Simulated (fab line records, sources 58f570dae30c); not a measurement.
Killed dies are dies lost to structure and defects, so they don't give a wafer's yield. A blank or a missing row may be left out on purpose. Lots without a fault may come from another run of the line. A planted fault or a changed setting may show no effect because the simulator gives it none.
A struck lot beside a sound one | flow berkeley_cmos170 | 30 steps out of a route of 331
Sound: wafers L314.2, L314.5, L314.6. Struck: wafers L306.2, L306.4, L306.6. The cause comes at the end.
At each step with rows: each side's tool, then ch and its chambers, then its first start. Under that, the readings that differ: sound wafers | struck wafers | difference of the means | sigmas: that difference in standard deviations of wafers without a fault.
alike: readings whose means differ by less than 2 such deviations, and words and numbers that are the same on both sides. not compared: withheld readings, readings that some wafer has no value for, bounds like >300 that may hide the same value, and numbers for which the record gives no deviation and whose values overlap.
The two part at a step that has a row with sigmas, a row that says differs or no value, or rows on one side only. Numbers that don't overlap but have no deviation are shown without sigmas and don't part them. A reading that every wafer of one side lacks parts them only if that side has two wafers or more.

UCB170_PLDD_TW_MEAS_11:
  sound on film_metro-04, day 9 20:03; struck on film_metro-01, day 7 22:43
  reading | sound          | struck         | difference | sigmas
  PLDD_TW | 1025 1029 1031 | 1004 1005 1008 | -23        | -2
then, 7 steps without rows for these wafers: UCB170_PLDD_CLEAN_12 (cleans in SPM, time 600 s); UCB170_NLDD_HMDS_00 (prime time 60 s); UCB170_NLDD_COAT_01 (resist thk 900 nm); UCB170_NLDD_SOFTBAKE_02 (time 60 s); UCB170_NLDD_EXPOSE_03 (exposes mask NSELECT, target cd 1200 nm); UCB170_NLDD_PEB_04; UCB170_NLDD_DEVELOP_05 (develop time 45 s).
UCB170_NLDD_CD_MEAS_06: target cd 1200 nm.
  sound on cd_sem-01, day 9 21:21; struck on cd_sem-01, day 8 00:00
  alike: cd_nm
UCB170_NLDD_OVL_MEAS_07:
  sound on overlay-02, day 9 21:27; struck on overlay-02, day 8 00:07
  reading       | sound  | struck     | difference | sigmas
  NLDD_OVL (nm) | -2 5 1 | -5 -11 -16 | -12        | -2
then, 2 steps without rows for these wafers: UCB170_NLDD_IMPLANT_08; UCB170_NLDD_IMPLANT_09.
UCB170_NLDD_STRIP_10: strips in O2.
  sound on plasma_asher-02 ch 0,1, day 9 21:47; struck on plasma_asher-03 ch 0,1, day 8 00:26
  no value came back on the struck wafers for chamber_pressure_mTorr (mTorr), drypump_motor_current_A (A), oes_product_au (a.u.), strip_time_to_endpoint_s (s); on the sound wafers chamber_pressure_mTorr (mTorr) reads 3495 3499 3497
  reading                               | sound | struck          | difference | sigmas
  model.KrF_of_NLDD_COAT_01.thk_nm (nm) | 0 0 0 | 886 884.3 890.1 | +887       |
  not compared: rf_hours_counter_h
UCB170_NLDD_TW_MEAS_11:
  sound on film_metro-01, day 9 21:53; struck on film_metro-04, day 8 00:33
  alike: NLDD_TW
then, 1 step without rows for these wafers: UCB170_NLDD_CLEAN_12 (cleans in SPM, time 600 s).
UCB170_SPACER_CVD_00: deposits SiO2 from TEOS/O2, target thk 376 nm, time 47 s.
  sound on pecvd-04 ch 0,2, day 9 22:07; struck on pecvd-02 ch 1,2, day 8 00:53
  alike: heater_power_w, pressure_mtorr
then, 1 step without rows for these wafers: UCB170_SPACER_ANNEAL_02 (time 1800 s).
UCB170_SPACER_ETCHBACK_03: etches SiO2 in CHF3/CF4/Ar, stops on Si, target depth 376 nm, time 100 s.
  sound on rie_diel-02 ch 1,2, day 10 00:24; struck on rie_diel-02 ch 0,3, day 8 05:22
  alike: drypump_motor_current_A, mfc_ar_sccm, oes_product_au, throttle_valve_pct
  not compared: rf_hours_counter_h
then, 6 steps without rows for these wafers: UCB170_PSD_HMDS_00 (prime time 60 s); UCB170_PSD_COAT_01 (resist thk 900 nm); UCB170_PSD_SOFTBAKE_02 (time 60 s); UCB170_PSD_EXPOSE_03 (exposes mask PSELECT MOD, target cd 1200 nm); UCB170_PSD_PEB_04; UCB170_PSD_DEVELOP_05 (develop time 45 s).
UCB170_PSD_CD_MEAS_06: target cd 1200 nm.
  sound on cd_sem-01, day 10 02:07; struck on cd_sem-02, day 8 06:25
  alike: cd_nm
UCB170_PSD_OVL_MEAS_07:
  sound on overlay-01, day 10 02:13; struck on overlay-02, day 8 06:28
  reading      | sound   | struck | difference | sigmas
  PSD_OVL (nm) | 11 14 3 | -2     | -11        | -2
then, 1 step without rows for these wafers: UCB170_PSD_IMPLANT_08.
UCB170_PSD_STRIP_09: strips in O2.
  sound on plasma_asher-04 ch 0,1, day 10 02:24; struck on plasma_asher-02 ch 1, day 8 06:41
  reading                        | sound             | struck | difference | sigmas
  chamber_pressure_mTorr (mTorr) | 3490 3495 3499    | 3503   | +8         | +3
  oes_product_au (a.u.)          | 0.595 0.596 0.598 | 0.664  | +0.068     | +15
  strip_time_to_endpoint_s (s)   | 29.47 29.41 29.40 | 55.88  | +26.45     | +99 or more
  alike: drypump_motor_current_A
  not compared: rf_hours_counter_h
UCB170_PSD_TW_MEAS_10:
  sound on film_metro-04, day 10 02:31; struck on film_metro-01, day 8 06:46
  reading | sound          | struck | difference | sigmas
  PSD_TW  | 2371 2385 2379 | 30     | -2348      | -99 or more
then, 1 step without rows for these wafers: UCB170_PSD_CLEAN_11 (cleans in SPM, time 600 s).

WHERE THEY PART
First at UCB170_PLDD_TW_MEAS_11; last, within this record, at UCB170_PSD_TW_MEAS_10.

WHY: what the simulator had put in
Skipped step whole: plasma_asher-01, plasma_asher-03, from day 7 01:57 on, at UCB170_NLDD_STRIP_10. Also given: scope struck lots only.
